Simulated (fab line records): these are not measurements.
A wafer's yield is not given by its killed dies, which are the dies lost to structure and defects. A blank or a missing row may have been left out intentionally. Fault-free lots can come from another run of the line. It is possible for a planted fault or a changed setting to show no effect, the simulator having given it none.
The tool behind it: which one? / flow berkeley-cmos170 / 15 lots with 45 wafers sampled at 3 steps, on a route of 331 steps

== WHAT THE GAUGES READ, wafer by wafer ==
UCB170_PWELL_THK_MEAS_06. Usual: PWELL_NITRIDE_THK typically reads 221.3 nm, with standard deviation 2.5.
lot=L501; measured=day 3 08:16; on=film-metro-01; PWELL_NITRIDE_THK (nm)=223.3 221.8 221.2; flag=
lot=L503; measured=day 3 11:56; on=film-metro-01; PWELL_NITRIDE_THK (nm)=225.1 223.2 224.0; flag=
lot=L505; measured=day 3 18:00; on=film-metro-01; PWELL_NITRIDE_THK (nm)=221.2 221.5 222.6; flag=
lot=L504; measured=day 3 18:01; on=film-metro-03; PWELL_NITRIDE_THK (nm)=224.1 223.2 223.7; flag=
lot=L506; measured=day 4 05:39; on=film-metro-04; PWELL_NITRIDE_THK (nm)=218.8 221.0 220.2; flag=
lot=L508; measured=day 4 12:56; on=film-metro-03; PWELL_NITRIDE_THK (nm)=221.6 223.3 222.3; flag=
lot=L507; measured=day 4 12:58; on=film-metro-01; PWELL_NITRIDE_THK (nm)=218.2 218.5 218.3; flag=
lot=L510; measured=day 5 02:17; on=film-metro-01; PWELL_NITRIDE_THK (nm)=220.3 218.9 219.8; flag=
lot=L512; measured=day 5 08:34; on=film-metro-01; PWELL_NITRIDE_THK (nm)=222.7 222.2 222.4; flag=
lot=L511; measured=day 5 08:35; on=film-metro-04; PWELL_NITRIDE_THK (nm)=225.3 223.9 225.9; flag=
lot=L515; measured=day 6 03:40; on=film-metro-04; PWELL_NITRIDE_THK (nm)=221.6 223.2 221.5; flag=
lot=L516; measured=day 6 03:40; on=film-metro-01; PWELL_NITRIDE_THK (nm)=222.1 221.9 221.6; flag=
lot=L520; measured=day 7 06:52; on=film-metro-01; PWELL_NITRIDE_THK (nm)=216.3 214.9 216.9; flag=
lot=L522; measured=day 7 08:46; on=film-metro-04; PWELL_NITRIDE_THK (nm)=220.3 219.4 220.9; flag=
lot=L523; measured=day 7 08:46; on=film-metro-03; PWELL_NITRIDE_THK (nm)=223.5 224.9 222.3; flag=

UCB170_FIELD_THK_MEAS_90. Usual: FIELD_OXIDE_LEFT_1_THK typically reads 440 nm, with standard deviation 9.9.
lot=L501; measured=day 5 08:41; on=film-metro-03; FIELD_OXIDE_LEFT_1_THK (nm)=459 444 443; flag=
lot=L503; measured=day 5 14:04; on=film-metro-01; FIELD_OXIDE_LEFT_1_THK (nm)=442 424 436; flag=
lot=L505; measured=day 5 14:07; on=film-metro-04; FIELD_OXIDE_LEFT_1_THK (nm)=439 443 448; flag=
lot=L504; measured=day 5 14:04; on=film-metro-03; FIELD_OXIDE_LEFT_1_THK (nm)=444 438 438; flag=
lot=L506; measured=day 6 18:19; on=film-metro-04; FIELD_OXIDE_LEFT_1_THK (nm)=445 447 450; flag=
lot=L508; measured=day 6 12:33; on=film-metro-03; FIELD_OXIDE_LEFT_1_THK (nm)=425 435 429; flag=
lot=L507; measured=day 6 12:34; on=film-metro-01; FIELD_OXIDE_LEFT_1_THK (nm)=452 441 448; flag=
lot=L510; measured=day 7 06:02; on=film-metro-03; FIELD_OXIDE_LEFT_1_THK (nm)=434 434 432; flag=
lot=L512; measured=day 7 09:52; on=film-metro-04; FIELD_OXIDE_LEFT_1_THK (nm)=448 459 443; flag=
lot=L511; measured=day 7 09:53; on=film-metro-03; FIELD_OXIDE_LEFT_1_THK (nm)=448 451 445; flag=
lot=L515; measured=day 8 02:25; on=film-metro-01; FIELD_OXIDE_LEFT_1_THK (nm)=450 455 461; flag=
lot=L516; measured=day 8 02:25; on=film-metro-04; FIELD_OXIDE_LEFT_1_THK (nm)=438 431 435; flag=
lot=L520; measured=day 9 02:22; on=film-metro-04; FIELD_OXIDE_LEFT_1_THK (nm)=432 431 432; flag=
lot=L522; measured=day 9 08:42; on=film-metro-04; FIELD_OXIDE_LEFT_1_THK (nm)=427 440 430; flag=
lot=L523; measured=day 9 08:43; on=film-metro-01; FIELD_OXIDE_LEFT_1_THK (nm)=447 451 447; flag=

== TOOL THAT RAN EACH LOT (tool first, then ch and the chambers of the sampled wafers, then the start) ==
lot=L501; UCB170_PFIELD_STRIP_08=plasma-asher-04 ch 0,1, day 4 17:49
lot=L503; UCB170_PFIELD_STRIP_08=plasma-asher-01 ch 0,1, day 5 00:47
lot=L505; UCB170_PFIELD_STRIP_08=plasma-asher-01 ch 0,1, day 5 01:17
lot=L504; UCB170_PFIELD_STRIP_08=plasma-asher-03 ch 1, day 5 01:02
lot=L506; UCB170_PFIELD_STRIP_08=plasma-asher-01 ch 0,1, day 5 15:22
lot=L508; UCB170_PFIELD_STRIP_08=plasma-asher-01 ch 1, day 5 19:32
lot=L507; UCB170_PFIELD_STRIP_08=plasma-asher-01 ch 0,1, day 5 19:00
lot=L510; UCB170_PFIELD_STRIP_08=plasma-asher-01 ch 0,1, day 6 14:37
lot=L512; UCB170_PFIELD_STRIP_08=plasma-asher-03 ch 0,1, day 6 20:02
lot=L511; UCB170_PFIELD_STRIP_08=plasma-asher-03 ch 0,1, day 6 19:47
lot=L515; UCB170_PFIELD_STRIP_08=plasma-asher-04 ch 0,1, day 7 14:59
lot=L516; UCB170_PFIELD_STRIP_08=plasma-asher-03 ch 0,1, day 7 15:16
lot=L520; UCB170_PFIELD_STRIP_08=plasma-asher-03 ch 0,1, day 8 12:01
lot=L522; UCB170_PFIELD_STRIP_08=plasma-asher-03 ch 1, day 8 19:03
lot=L523; UCB170_PFIELD_STRIP_08=plasma-asher-04 ch 0,1, day 8 18:50
- UCB170_PFIELD_STRIP_08: strips in O2.

== WHAT THE TOOLS THEMSELVES READ (means of the sampled wafers that have a number; where no wafer has one, the mark that the record gives instead) ==
UCB170_PFIELD_STRIP_08. Usual: drypump-motor-current-A 5.7 A, standard deviation 0.39; oes-product-au 0.734 a.u., standard deviation 0.0049; strip-time-to-endpoint-s 21.64 s, standard deviation 0.051.
lot=L501; tool=plasma-asher-04; drypump-motor-current-A (A)=6.3; oes-product-au (a.u.)=0.737; strip-time-to-endpoint-s (s)=21.61; flag=
lot=L503; tool=plasma-asher-01; drypump-motor-current-A (A)=5.3; oes-product-au (a.u.)=0.735; strip-time-to-endpoint-s (s)=21.65; flag=
lot=L505; tool=plasma-asher-01; drypump-motor-current-A (A)=5.2; oes-product-au (a.u.)=0.730; strip-time-to-endpoint-s (s)=21.63; flag=
lot=L504; tool=plasma-asher-03; drypump-motor-current-A (A)=5.5; oes-product-au (a.u.)=0.734; strip-time-to-endpoint-s (s)=21.59; flag=
lot=L506; tool=plasma-asher-01; drypump-motor-current-A (A)=5.3; oes-product-au (a.u.)=0.735; strip-time-to-endpoint-s (s)=21.67; flag=
lot=L508; tool=plasma-asher-01; drypump-motor-current-A (A)=5.5; oes-product-au (a.u.)=0.728; strip-time-to-endpoint-s (s)=21.59; flag=
lot=L507; tool=plasma-asher-01; drypump-motor-current-A (A)=5.3; oes-product-au (a.u.)=0.736; strip-time-to-endpoint-s (s)=21.62; flag=
lot=L510; tool=plasma-asher-01; drypump-motor-current-A (A)=5.3; oes-product-au (a.u.)=0.735; strip-time-to-endpoint-s (s)=21.65; flag=
lot=L512; tool=plasma-asher-03; drypump-motor-current-A (A)=5.6; oes-product-au (a.u.)=0.735; strip-time-to-endpoint-s (s)=21.60; flag=
lot=L511; tool=plasma-asher-03; drypump-motor-current-A (A)=5.6; oes-product-au (a.u.)=0.733; strip-time-to-endpoint-s (s)=21.59; flag=
lot=L515; tool=plasma-asher-04; drypump-motor-current-A (A)=6.2; oes-product-au (a.u.)=0.733; strip-time-to-endpoint-s (s)=21.65; flag=
lot=L516; tool=plasma-asher-03; drypump-motor-current-A (A)=5.6; oes-product-au (a.u.)=0.729; strip-time-to-endpoint-s (s)=21.68; flag=
lot=L520; tool=plasma-asher-03; drypump-motor-current-A (A)=5.5; oes-product-au (a.u.)=0.736; strip-time-to-endpoint-s (s)=21.73; flag=
lot=L522; tool=plasma-asher-03; drypump-motor-current-A (A)=5.5; oes-product-au (a.u.)=0.732; strip-time-to-endpoint-s (s)=21.63; flag=
lot=L523; tool=plasma-asher-04; drypump-motor-current-A (A)=6.3; oes-product-au (a.u.)=0.738; strip-time-to-endpoint-s (s)=21.75; flag=

== THE ANSWER, worked out from the rows above alone ==
Rule: lot off if the mean of its wafers having a number is beyond 3 standard deviations from the usual mean. Also off: a lot with no number at a reading for which 4 or more lots have one. The other lots that the step has rows for count as sound. Order of review: gauges by route order, followed by the tools' own readings, for which a lot's mean as printed above is used. The first step at which some lot is off is used, and at that step the reading that is off furthest; a lot without a number counts as furthest.
No lot is off on any of the readings shown, so nothing can be concluded from this.

== WHAT THE SIMULATOR HAD INSERTED ==
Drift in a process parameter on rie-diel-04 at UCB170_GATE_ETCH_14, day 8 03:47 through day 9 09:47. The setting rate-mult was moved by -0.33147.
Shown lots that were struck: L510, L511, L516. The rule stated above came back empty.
